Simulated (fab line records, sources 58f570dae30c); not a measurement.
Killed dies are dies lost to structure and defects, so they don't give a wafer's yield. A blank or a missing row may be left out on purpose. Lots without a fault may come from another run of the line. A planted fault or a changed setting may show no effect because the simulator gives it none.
Which tool did it? | flow berkeley_cmos170 | 7 lots, 21 wafers sampled, at 2 steps of a route of 331

WHAT THE GAUGES READ, wafer by wafer
UCB170_WELLDRIVE_THK_MEAS_02.
lot  | measured    | on            | WELLDRIVE_OXIDE_THK (nm)
L644 | day 4 10:10 | film_metro-01 | 195 198 197
L646 | day 4 18:26 | film_metro-03 | 203 196 200
L648 | day 5 01:53 | film_metro-04 | 198 198 197
L650 | day 5 08:01 | film_metro-04 | 200 197 198
L652 | day 5 20:23 | film_metro-03 | 202 195 201
L663 | day 8 01:13 | film_metro-01 | 197 199 196
L665 | day 8 17:14 | film_metro-04 | 202 200 198

WHICH TOOL RAN EACH LOT (tool, then ch and the chambers of the sampled wafers, then the start)
lot  | UCB170_ZERO_STRIP_07
L644 | plasma_asher-02 ch 0,1, day 2 02:59
L646 | plasma_asher-04 ch 0,1, day 2 14:04
L648 | plasma_asher-02 ch 1, day 3 01:26
L650 | plasma_asher-04 ch 1, day 3 06:55
L652 | plasma_asher-04 ch 0,1, day 3 19:00
L663 | plasma_asher-02 ch 0,1, day 6 01:07
L665 | plasma_asher-04 ch 0,1, day 6 17:10
- UCB170_ZERO_STRIP_07: strips in O2.

THE ANSWER, worked out from the rows above alone
Rule: what is usual is taken from the lots themselves. Put in order of their means at a reading, lots are off if they are a third of the lots or fewer, leave a main group of 4 or more, and stand apart from it by a gap of 3 or more times the standard deviation of the main group's means; of several such gaps the widest counts. A main group whose means are all the same, to the digits that the tables above print for the reading, isn't used. A lot without any number at a reading at which 4 lots or more have one is off too. The other lots that the step has rows for count as sound.
No lot is off at any reading shown: from this, nothing can be told.

WHAT THE SIMULATOR HAD PUT IN
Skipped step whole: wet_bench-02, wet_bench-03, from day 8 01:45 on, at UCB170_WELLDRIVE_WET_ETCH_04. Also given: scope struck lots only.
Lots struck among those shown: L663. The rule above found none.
